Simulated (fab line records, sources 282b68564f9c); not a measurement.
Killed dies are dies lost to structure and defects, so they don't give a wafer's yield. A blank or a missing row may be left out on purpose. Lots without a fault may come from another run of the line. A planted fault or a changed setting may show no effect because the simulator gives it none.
fab line records | flow rit_cmos
record lots=13 wafers=39 last_day=7
route steps=202 shown M1@190
lots that met no fault: from a run of the same line without faults
start_h: hours from the record's first day to the start of the lot's first wafer shown | wait_h: hours since the lot's step before | " the same as in the row above | L1.1+2: a row that stands for several wafers | - no value, or no start given | * or withheld: withheld | < > ~ a bound
route shown NAME@n: a module of which the file shows steps, and the number in the route of the first | usual: mean/standard deviation of fault-free wafers | same: alike in all rows | chamber/n: place in a boat | sites: the reading at each site | _std_site: their standard deviation | _edge_site: outer sites' mean less inner sites' | radius_mm: how far each site lies from the wafer's centre | mask NAME#n: copy n | behind: the tool/chamber that last shaped the wafer | hold: why the lot was held/for how many hours/how that ended | device: the transistor (n, p or np) that didn't switch | end of line: the same wafers' tests at the end of the route | a step without rows: its recipe alone | killed: dies lost to structure and defects at the first sort, not the wafer's yield | map: a wafer's dies, x killed, . not, _ none there
set.NAME: the setting as run; set.NAME@STEP: as run at that earlier step | model.NAME: the simulator's own value behind a step, which no gauge read
steps of the route over a sample of lots; a table a step, a row a wafer
services: from which hour (start_h, from the record's first day; less than 0 if before it) a tool's chamber was out of use, for how many hours, and why
## steps
# step RIT_M1_EXPOSE_06
# recipe mask_id=M12 na=0.6 source_shape=conventional sigma_outer=0.5 target_cd_nm=2600 dose_mj=250
# columns lot.wafer tool chamber start_h wait_h mask
L215.1+4+6 iline_stepper-02 0 57.60 0.2 M12#0
L219.3+4+6 iline_stepper-01 0 78.81 0.2 M12#0
L220.3+4+6 iline_stepper-01 0 85.60 0.2 M12#0
L222.3+4+5 iline_stepper-01 0 92.33 0.2 M12_R1#0
L223.2+3+4 iline_stepper-01 0 100.57 0.1 M12#0
L225.1+2+4 iline_stepper-02 0 110.86 0.2 M12#0
L230.1+2+4 iline_stepper-02 0 130.60 0.2 M12#0
L231.1+3+4 iline_stepper-02 0 138.52 0.1 M12#0
L232.2+3+6 iline_stepper-01 0 143.29 0.2 M12#0
L233.1+3+5 iline_stepper-01 0 145.95 0.1 M12#0
L234.3+4+6 iline_stepper-01 0 152.72 0.1 M12#0
L237.2+3+4 iline_stepper-01 0 166.24 0.2 M12#0
L238.1+2+6 iline_stepper-01 0 172.57 0.1 M12#0
# step RIT_M1_CD_MEAS_09
# recipe target_cd_nm=2600
# usual cd_nm=2600.1/2.3
# columns lot.wafer tool chamber start_h wait_h hold cd_nm
L215.1 cd_sem-02 - 58.03 - - 2602.4
L215.4 " - " " - 2599.6
L215.6 " - " " - 2598.1
L219.3 cd_sem-01 - 79.24 - - 2601.1
L219.4 " - " " - 2600.1
L219.6 " - " " - 2599.0
L220.3 cd_sem-02 - 86.03 - - 2602.8
L220.4 " - " " - 2603.7
L220.6 " - " " - 2603.2
L222.3 cd_sem-01 - 92.76 - await_dispo/0.2h/release 2249.4
L222.4 " - " " await_dispo/0.2h/release 2251.5
L222.5 " - " " await_dispo/0.2h/release 2251.8
L222.3 cd_sem-01 - 93.05 0.3 - 2249.6
L222.4 " - " " - 2251.2
L222.5 " - " " - 2251.7
L223.2 cd_sem-01 - 101.00 - - 2600.1
L223.3 " - " " - 2599.7
L223.4 " - " " - 2597.8
L225.1 cd_sem-01 - 111.29 - - 2604.2
L225.2 " - " " - 2602.0
L225.4 " - " " - 2602.7
L230.1 cd_sem-01 - 131.03 - - 2601.0
L230.2 " - " " - 2600.2
L230.4 " - " " - 2600.9
L231.1 cd_sem-01 - 138.95 - - 2600.0
L231.3 " - " " - 2602.6
L231.4 " - " " - 2600.2
L232.2 cd_sem-01 - 143.72 - - 2599.7
L232.3 " - " " - 2599.8
L232.6 " - " " - 2602.9
L233.1 cd_sem-01 - 146.38 - - 2597.8
L233.3 " - " " - 2600.0
L233.5 " - " " - 2599.5
L234.3 cd_sem-01 - 153.16 - - 2597.8
L234.4 " - " " - 2599.1
L234.6 " - " " - 2597.9
L237.2 cd_sem-02 - 166.71 - - 2599.9
L237.3 " - " " - 2598.5
L237.4 " - " " - 2599.0
L238.1 cd_sem-01 - 173.01 - - 2598.1
L238.2 " - " " - 2595.9
L238.6 " - " " - 2596.4
# step RIT_M1_PROBE_99
# usual defect_limited_yield=97.3/1.1 killed_at_M0_to_M3=0.0/0.12 killed_at_contacts=0.1/0.34 killed_at_front_end=7.0/2.9 killed_dies=7.2/2.9 killed_open=3.6/1.9 killed_short=3.5/2.1 sort_bin_3_pad_short=0.1/0.23 sort_bin_5_function=1.6/0.73 sort_bin_6_memory=1.0/0.67 sort_n_pass=256.8/2.9 sort_yield_pct=97.3/1.1
# same gross_dies=264 killed_at_M4_up=0 killed_at_back_side=0 killed_at_other=0
# columns lot.wafer tool chamber start_h wait_h defect_limited_yield[%] killed_at_M0_to_M3 killed_at_contacts killed_at_front_end killed_dies killed_open killed_short sort_bin_3_pad_short[%] sort_bin_5_function[%] sort_bin_6_memory[%] sort_n_pass sort_yield_pct[%]
L215.1 prober-02 - 60.77 0.1 98.5 0 0 4 4 2 2 0.4 0.8 0.4 260.0 98.5
L215.4 prober-02 - 60.92 0.2 95.1 0 0 13 13 7 6 0.8 3.0 1.1 251.0 95.1
L215.6 prober-02 - 61.02 0.2 96.2 0 0 10 10 3 7 0 1.9 1.9 254.0 96.2
L219.3 prober-01 - 81.98 0.2 97.7 0 0 6 6 4 2 0 1.1 1.1 258.0 97.7
L219.4 prober-01 - 82.03 0.2 97.7 0 0 6 6 2 4 0 1.1 1.1 258.0 97.7
L219.6 prober-01 - 82.13 0.2 95.8 0 0 11 11 4 7 1.1 1.1 1.9 253.0 95.8
L220.3 prober-02 - 88.77 0.2 96.2 0 0 10 10 6 4 0 1.5 2.3 254.0 96.2
L220.4 prober-02 - 88.82 0.2 97.7 0 2 4 6 3 3 0.4 1.5 0.4 258.0 97.7
L220.6 prober-02 - 88.92 0.2 97.0 0 1 7 8 7 1 0 1.5 1.5 256.0 97.0
L223.2 prober-01 - 103.70 0.1 97.3 0 0 7 7 4 3 0.4 1.9 0.4 257.0 97.3
L223.3 prober-01 - 103.75 0.2 96.2 0 0 10 10 7 3 0 1.5 2.3 254.0 96.2
L223.4 prober-01 - 103.80 0.2 97.7 0 0 6 6 3 3 0.4 1.1 0.8 258.0 97.7
L225.1 prober-02 - 113.99 0.1 95.8 0 0 11 11 4 7 0 3.0 1.1 253.0 95.8
L225.2 prober-02 - 114.04 0.1 96.6 0 1 8 9 4 5 0.4 2.3 0.8 255.0 96.6
L225.4 prober-02 - 114.14 0.2 96.6 0 0 9 9 5 3 0 1.1 2.3 255.0 96.6
L230.1 prober-02 - 134.22 0.1 97.3 0 0 7 7 3 4 0 0.8 1.9 257.0 97.3
L230.2 prober-02 - 134.27 0.1 98.1 0 0 5 5 5 0 0 1.5 0.4 259.0 98.1
L230.4 prober-02 - 134.37 0.2 97.3 0 0 7 7 2 5 0.4 0 2.3 257.0 97.3
L231.1 prober-01 - 141.63 0.1 95.1 0 0 13 13 7 6 0 3.0 1.9 251.0 95.1
L231.3 prober-01 - 141.73 0.2 95.5 0 0 12 12 7 5 0 1.9 2.7 252.0 95.5
L231.4 prober-01 - 141.78 0.2 98.5 0 0 4 4 0 4 0 1.1 0.4 260.0 98.5
L232.2 prober-02 - 146.60 0.1 97.3 0 0 7 7 1 6 0.4 0.4 1.9 257.0 97.3
L232.3 prober-02 - 146.65 0.2 98.5 0 0 4 4 1 3 0 1.1 0.4 260.0 98.5
L232.6 prober-02 - 146.80 0.2 97.0 0 0 8 8 3 5 0 1.9 1.1 256.0 97.0
L233.1 prober-01 - 149.06 0.1 97.3 0 0 7 7 5 2 0.4 1.9 0.4 257.0 97.3
L233.3 prober-01 - 149.16 0.2 97.3 0 0 7 7 4 3 0 1.5 1.1 257.0 97.3
L233.5 prober-01 - 149.26 0.2 96.6 0 0 9 9 6 3 0 1.9 1.5 255.0 96.6
L234.3 prober-02 - 156.12 0.2 97.0 0 0 8 8 3 5 0.4 2.3 0.4 256.0 97.0
L234.4 prober-02 - 156.17 0.2 96.6 1 0 8 9 5 4 0 2.3 1.1 255.0 96.6
L234.6 prober-02 - 156.27 0.2 96.2 0 0 10 10 5 4 0.4 2.7 0.8 254.0 96.2
L237.2 prober-01 - 169.41 0.1 99.2 0 0 2 2 2 0 0 0.4 0.4 262.0 99.2
L237.3 prober-01 - 169.46 0.2 97.7 0 0 6 6 3 2 0 1.9 0.4 258.0 97.7
L237.4 prober-01 - 169.51 0.2 97.7 0 0 6 6 5 1 0 1.9 0.4 258.0 97.7
L238.1 prober-02 - 175.68 0.1 94.3 0 1 14 15 7 8 0.4 1.9 3.4 249.0 94.3
L238.2 prober-02 - 175.73 0.1 95.5 0 0 12 12 5 7 0 2.7 1.9 252.0 95.5
L238.6 prober-02 - 175.93 0.2 96.2 0 0 10 10 3 7 0.8 1.5 1.5 254.0 96.2
# killed by level:class
L215.1 ACTIVE:geometric_particle:short=1 REOX:geometric_particle:short=1 REOX:geometric_particle:open=1 SPACER:geometric_particle:open=1
L215.4 GATE:geometric_particle:short=4 GATE:geometric_particle:open=3 FOX2:geometric_particle:open=2 FOX1:geometric_particle:open=1 FOX1:geometric_particle:short=1 REOX:geometric_particle:open=1 SILICIDE:geometric_particle:short=1
L215.6 GATE:geometric_particle:short=4 REOX:geometric_particle:open=3 FOX1:geometric_particle:short=1 FOX2:geometric_particle:short=1 REOX:geometric_particle:short=1
L219.3 GATE:geometric_particle:open=2 FOX1:geometric_particle:open=1 GATE:geometric_particle:short=1 REOX:geometric_particle:open=1 REOX:geometric_particle:short=1
L219.4 REOX:geometric_particle:short=2 REOX:geometric_particle:open=2 FOX1:geometric_particle:short=1 GATE:geometric_particle:short=1
L219.6 SILICIDE:geometric_particle:short=3 GATE:geometric_particle:short=2 REOX:geometric_particle:open=2 SILICIDE:geometric_particle:open=2 FOX1:geometric_particle:short=1 REOX:geometric_particle:short=1
L220.3 GATE:geometric_particle:open=4 GATE:geometric_particle:short=3 FOX1:geometric_particle:open=2 FOX1:geometric_particle:short=1
L220.4 CONTACT:geometric_particle:open=2 FOX1:geometric_particle:open=1 GATE:geometric_particle:short=1 SPACER:geometric_particle:short=1 SILICIDE:geometric_particle:short=1
L220.6 GATE:geometric_particle:open=4 FOX1:geometric_particle:open=1 GATE:geometric_particle:short=1 SPACER:geometric_particle:open=1 CONTACT:geometric_particle:open=1
L223.2 GATE:geometric_particle:open=4 FOX1:geometric_particle:short=2 SILICIDE:geometric_particle:short=1
L223.3 FOX1:geometric_particle:open=2 FOX1:geometric_particle:short=2 GATE:geometric_particle:open=2 SILICIDE:geometric_particle:open=2 REOX:geometric_particle:open=1 SILICIDE:geometric_particle:short=1
L223.4 SPACER:geometric_particle:open=3 SILICIDE:geometric_particle:short=2 SPACER:geometric_particle:short=1
L225.1 GATE:geometric_particle:short=3 FOX1:geometric_particle:short=2 GATE:geometric_particle:open=2 FOX1:geometric_particle:open=1 FOX2:geometric_particle:short=1 SPACER:geometric_particle:open=1 SPACER:geometric_particle:short=1
L225.2 GATE:geometric_particle:short=3 GATE:geometric_particle:open=2 FOX1:geometric_particle:open=1 SPACER:geometric_particle:open=1 SILICIDE:geometric_particle:short=1 CONTACT:geometric_particle:short=1
L225.4 FOX1:geometric_particle:open=3 FOX2:geometric_particle:open=2 FOX1:geometric_particle:short=1 GATE:geometric_particle:short=1 SILICIDE:geometric_particle:short=1 NWELL:coat_microbubble_printed=1
L230.1 GATE:geometric_particle:open=2 GATE:geometric_particle:short=1 REOX:geometric_particle:short=1 REOX:geometric_particle:open=1 SPACER:geometric_particle:short=1 SILICIDE:geometric_particle:short=1
L230.2 GATE:geometric_particle:open=2 SILICIDE:geometric_particle:open=2 SPACER:geometric_particle:open=1
L230.4 GATE:geometric_particle:short=2 SILICIDE:geometric_particle:short=2 FOX1:geometric_particle:short=1 REOX:geometric_particle:open=1 SILICIDE:geometric_particle:open=1
L231.1 FOX2:geometric_particle:open=5 FOX2:geometric_particle:short=2 SILICIDE:geometric_particle:short=2 REOX:geometric_particle:open=1 REOX:geometric_particle:short=1 SPACER:geometric_particle:short=1 SILICIDE:geometric_particle:open=1
L231.3 GATE:geometric_particle:open=3 FOX2:geometric_particle:open=2 FOX2:geometric_particle:short=2 GATE:geometric_particle:short=2 SPACER:geometric_particle:open=2 SILICIDE:geometric_particle:short=1
L231.4 SILICIDE:geometric_particle:short=2 FOX1:geometric_particle:short=1 SPACER:geometric_particle:short=1
L232.2 SPACER:geometric_particle:short=3 REOX:geometric_particle:short=2 SPACER:geometric_particle:open=1 SILICIDE:geometric_particle:short=1
L232.3 FOX2:geometric_particle:short=1 REOX:geometric_particle:short=1 SPACER:geometric_particle:short=1 SILICIDE:geometric_particle:open=1
L232.6 GATE:geometric_particle:short=5 GATE:geometric_particle:open=2 SPACER:geometric_particle:open=1
L233.1 GATE:geometric_particle:open=2 FOX2:geometric_particle:open=1 GATE:geometric_particle:short=1 REOX:geometric_particle:open=1 SPACER:geometric_particle:open=1 SILICIDE:geometric_particle:short=1
L233.3 FOX1:geometric_particle:open=2 SILICIDE:geometric_particle:open=2 FOX2:geometric_particle:short=1 SPACER:geometric_particle:short=1 SILICIDE:geometric_particle:short=1
L233.5 SILICIDE:geometric_particle:open=3 REOX:geometric_particle:open=2 FOX1:geometric_particle:short=1 FOX2:geometric_particle:open=1 REOX:geometric_particle:short=1 SPACER:geometric_particle:short=1
L234.3 GATE:geometric_particle:short=3 FOX1:geometric_particle:open=1 REOX:geometric_particle:short=1 REOX:geometric_particle:open=1 SPACER:geometric_particle:open=1 SILICIDE:geometric_particle:short=1
L234.4 GATE:geometric_particle:open=2 SILICIDE:geometric_particle:short=2 FOX1:geometric_particle:open=1 FOX2:geometric_particle:open=1 REOX:geometric_particle:short=1 SILICIDE:geometric_particle:open=1 M1:geometric_particle:short=1
L234.6 GATE:geometric_particle:short=3 GATE:geometric_particle:open=2 REOX:geometric_particle:open=1 SPACER:geometric_particle:short=1 SPACER:geometric_particle:open=1 SILICIDE:geometric_particle:open=1 PRETRO:coat_microbubble_printed=1
L237.2 GATE:geometric_particle:open=1 REOX:geometric_particle:open=1
L237.3 FOX1:geometric_particle:short=1 REOX:geometric_particle:open=1 SPACER:geometric_particle:short=1 SPACER:geometric_particle:open=1 SILICIDE:geometric_particle:open=1 NWELL:coat_microbubble_printed=1
L237.4 FOX1:geometric_particle:open=2 GATE:geometric_particle:open=2 FOX1:geometric_particle:short=1 SILICIDE:geometric_particle:open=1
L238.1 FOX2:geometric_particle:short=4 GATE:geometric_particle:short=2 GATE:geometric_particle:open=2 SPACER:geometric_particle:open=2 FOX1:geometric_particle:short=1 FOX1:geometric_particle:open=1 REOX:geometric_particle:short=1 SILICIDE:geometric_particle:open=1
L238.2 SPACER:geometric_particle:short=3 FOX1:geometric_particle:open=2 REOX:geometric_particle:short=2 SPACER:geometric_particle:open=2 FOX2:geometric_particle:open=1 FOX2:geometric_particle:short=1 GATE:geometric_particle:short=1
L238.6 FOX2:geometric_particle:short=2 FOX1:geometric_particle:open=1 FOX1:geometric_particle:short=1 GATE:geometric_particle:short=1 REOX:geometric_particle:short=1 SPACER:geometric_particle:short=1 SPACER:geometric_particle:open=1 SILICIDE:geometric_particle:short=1
## services
# columns tool chamber start_h hours kind
iline_stepper-01 - 68.59 4.4 pm
iline_stepper-02 - 89.99 1.7 pm
iline_stepper-01 - 114.32 1.7 pm
## key
first_sign step=RIT_M1_EXPOSE_06 reading=mask direction=changed
effect step=RIT_M1_CD_MEAS_09 reading=visit direction=added
effect step=RIT_M1_CD_MEAS_09 reading=cd_nm direction=down sigmas=99+ usual=2600.1 struck=2250.9
met_at RIT_M1_EXPOSE_06
struck_lots L222
scrapped_behind RIT_M1_CD_MEAS_09 L222.3,L222.4,L222.5
onset_between 85.60 92.33
fault kind=wrong_mask tool=any chamber=- onset_h=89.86 steps=RIT_M1_EXPOSE_06 aux_copy=M12_R1#0 cd_offset_nm=-350 scope=struck_lots_only
